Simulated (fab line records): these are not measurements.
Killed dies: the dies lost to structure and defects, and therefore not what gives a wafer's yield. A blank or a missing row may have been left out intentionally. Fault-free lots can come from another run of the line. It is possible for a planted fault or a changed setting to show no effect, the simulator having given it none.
Split-lot experiment || flow berkeleyCmos170 || 23 wafers read from 5 lots, route of 331 steps

ON THE SPLIT
At UCB170_SILICIDE_SPUTTER_01 (material Ti, target thk 30 nm, time 25 s), the setting timeS was moved away from the recipe's 25 s on 4 of the 23 wafers read, by -6.6% to +12.5%. For the rest of the wafers, this setting stayed at what the recipe calls for.

FROM SPLIT TO READING: 1 step shown by the file between the two
- UCB170_SILICIDE_RS_MEAS_02: measures by four-point-probe

THE READING
SILICIDE_TI_THK, in nm, at UCB170_SILICIDE_THK_MEAS_03 (measures by xrf). A value of 29.8 nm with a standard deviation of 0.41 nm is what fault-free wafers of this fab line usually give.

{"wafer": "L078.1", "tool, chamber at the split": "pvdSputter-02, -", "timeS as run, s": 25, "against the recipe": "recipe", "SILICIDE_TI_THK, nm": 29.8, "against lot-mates on the recipe": "-"}
{"wafer": "L078.2", "tool, chamber at the split": "pvdSputter-02, -", "timeS as run, s": 25, "against the recipe": "recipe", "SILICIDE_TI_THK, nm": 28.9, "against lot-mates on the recipe": "-"}
{"wafer": "L078.3", "tool, chamber at the split": "pvdSputter-02, -", "timeS as run, s": 25, "against the recipe": "recipe", "SILICIDE_TI_THK, nm": 29.7, "against lot-mates on the recipe": "-"}
{"wafer": "L078.5", "tool, chamber at the split": "pvdSputter-02, -", "timeS as run, s": 25, "against the recipe": "recipe", "SILICIDE_TI_THK, nm": 29.8, "against lot-mates on the recipe": "-"}
{"wafer": "L078.6", "tool, chamber at the split": "pvdSputter-02, -", "timeS as run, s": 25, "against the recipe": "recipe", "SILICIDE_TI_THK, nm": 29.9, "against lot-mates on the recipe": "-"}
{"wafer": "L080.1", "tool, chamber at the split": "pvdSputter-02, -", "timeS as run, s": 25, "against the recipe": "recipe", "SILICIDE_TI_THK, nm": 30.1, "against lot-mates on the recipe": "-"}
{"wafer": "L080.2", "tool, chamber at the split": "pvdSputter-02, -", "timeS as run, s": 25, "against the recipe": "recipe", "SILICIDE_TI_THK, nm": 29.0, "against lot-mates on the recipe": "-"}
{"wafer": "L080.3", "tool, chamber at the split": "pvdSputter-02, -", "timeS as run, s": 25, "against the recipe": "recipe", "SILICIDE_TI_THK, nm": 29.9, "against lot-mates on the recipe": "-"}
{"wafer": "L080.4", "tool, chamber at the split": "pvdSputter-02, -", "timeS as run, s": 28.12, "against the recipe": "+12.5%", "SILICIDE_TI_THK, nm": 33.8, "against lot-mates on the recipe": "+4.1"}
{"wafer": "L080.6", "tool, chamber at the split": "pvdSputter-02, -", "timeS as run, s": 28.12, "against the recipe": "+12.5%", "SILICIDE_TI_THK, nm": 33.5, "against lot-mates on the recipe": "+3.8"}
{"wafer": "L076.1", "tool, chamber at the split": "pvdSputter-01, -", "timeS as run, s": 25, "against the recipe": "recipe", "SILICIDE_TI_THK, nm": 29.7, "against lot-mates on the recipe": "-"}
{"wafer": "L076.2", "tool, chamber at the split": "pvdSputter-01, -", "timeS as run, s": 25, "against the recipe": "recipe", "SILICIDE_TI_THK, nm": 29.5, "against lot-mates on the recipe": "-"}
{"wafer": "L076.3", "tool, chamber at the split": "pvdSputter-01, -", "timeS as run, s": 25, "against the recipe": "recipe", "SILICIDE_TI_THK, nm": 29.2, "against lot-mates on the recipe": "-"}
{"wafer": "L076.4", "tool, chamber at the split": "pvdSputter-01, -", "timeS as run, s": 23.36, "against the recipe": "-6.6%", "SILICIDE_TI_THK, nm": 28.0, "against lot-mates on the recipe": -1.5}
{"wafer": "L076.6", "tool, chamber at the split": "pvdSputter-01, -", "timeS as run, s": 23.36, "against the recipe": "-6.6%", "SILICIDE_TI_THK, nm": 27.7, "against lot-mates on the recipe": -1.8}
{"wafer": "L085.1", "tool, chamber at the split": "pvdSputter-02, -", "timeS as run, s": 25, "against the recipe": "recipe", "SILICIDE_TI_THK, nm": 29.3, "against lot-mates on the recipe": "-"}
{"wafer": "L085.2", "tool, chamber at the split": "pvdSputter-02, -", "timeS as run, s": 25, "against the recipe": "recipe", "SILICIDE_TI_THK, nm": 30.4, "against lot-mates on the recipe": "-"}
{"wafer": "L085.6", "tool, chamber at the split": "pvdSputter-02, -", "timeS as run, s": 25, "against the recipe": "recipe", "SILICIDE_TI_THK, nm": 30.2, "against lot-mates on the recipe": "-"}
{"wafer": "L084.1", "tool, chamber at the split": "pvdSputter-02, -", "timeS as run, s": 25, "against the recipe": "recipe", "SILICIDE_TI_THK, nm": 29.8, "against lot-mates on the recipe": "-"}
{"wafer": "L084.2", "tool, chamber at the split": "pvdSputter-02, -", "timeS as run, s": 25, "against the recipe": "recipe", "SILICIDE_TI_THK, nm": 29.1, "against lot-mates on the recipe": "-"}
{"wafer": "L084.3", "tool, chamber at the split": "pvdSputter-02, -", "timeS as run, s": 25, "against the recipe": "recipe", "SILICIDE_TI_THK, nm": 30.2, "against lot-mates on the recipe": "-"}
{"wafer": "L084.4", "tool, chamber at the split": "pvdSputter-02, -", "timeS as run, s": 25, "against the recipe": "recipe", "SILICIDE_TI_THK, nm": 30.1, "against lot-mates on the recipe": "-"}
{"wafer": "L084.6", "tool, chamber at the split": "pvdSputter-02, -", "timeS as run, s": 25, "against the recipe": "recipe", "SILICIDE_TI_THK, nm": 30.2, "against lot-mates on the recipe": "-"}

THE FIT
A straight line over all 23 wafers: SILICIDE_TI_THK changes by +0.308 nm for each +1% of timeS; r = +0.95; the points scatter about the line by 0.42 nm.
The same after taking each lot's own level away (the mean of its wafers on the recipe; 23 wafers): +0.302 nm for each +1%; r = +0.96; scatter 0.4 nm.
On that fit, the largest move of timeS shifts the reading by 3.8 nm.
The span of the lots' own levels, 29.47 to 29.97 nm, comes to 1.2 times the standard deviation stated above.
The two slopes are in agreement: the lot-to-lot level therefore moves the slope only a little.
Check: for one of the wafers moved furthest among these (+12.5%), held out of the fit, the line's prediction against its lot-mates is +3.6 nm. It came out at +4.13 nm against them.

OTHER SPLITS APPLIED TO THESE WAFERS
Other splits were also applied to these wafers ahead of the reading. Each is held against what the fit with the lots' levels taken away leaves over:
{"other split on the same wafers": "UCB170_PSD_DEVELOP_05 developTimeS", "wafers away from the commonest value": 10, "r with SILICIDE_TI_THK (lot level and that fit taken away)": -0.08}
{"other split on the same wafers": "UCB170_NSD_IMPLANT_08 energyKev", "wafers away from the commonest value": 10, "r with SILICIDE_TI_THK (lot level and that fit taken away)": "+0.13"}
{"other split on the same wafers": "UCB170_BACKSIDE_SOFTBAKE_02 timeS", "wafers away from the commonest value": 5, "r with SILICIDE_TI_THK (lot level and that fit taken away)": -0.32}

THE WHOLE CHAIN: every reading that the file lists as answering this split, in the file's order
{"step": "UCB170_SILICIDE_SPUTTER_01", "what it does": "material Ti, target thk 30 nm, time 25 s", "reading": "Ti_of_SILICIDE_SPUTTER_01.thkNm (the simulator's own value, which no gauge read)", "change (the file's fit)": "+0.307 nm for each +1% of the setting", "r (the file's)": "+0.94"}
{"step": "UCB170_SILICIDE_RS_MEAS_02", "what it does": "measures by four-point-probe", "reading": "SILICIDE_TI_RS", "change (the file's fit)": "-0.289 for each +1% of the setting", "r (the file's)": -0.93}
{"step": "UCB170_SILICIDE_THK_MEAS_03", "what it does": "measures by xrf", "reading": "SILICIDE_TI_THK", "change (the file's fit)": "+0.304 for each +1% of the setting", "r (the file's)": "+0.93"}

FILE'S OWN FIT
SILICIDE_TI_THK changes by +0.304 nm for each +1% of timeS, r = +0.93.
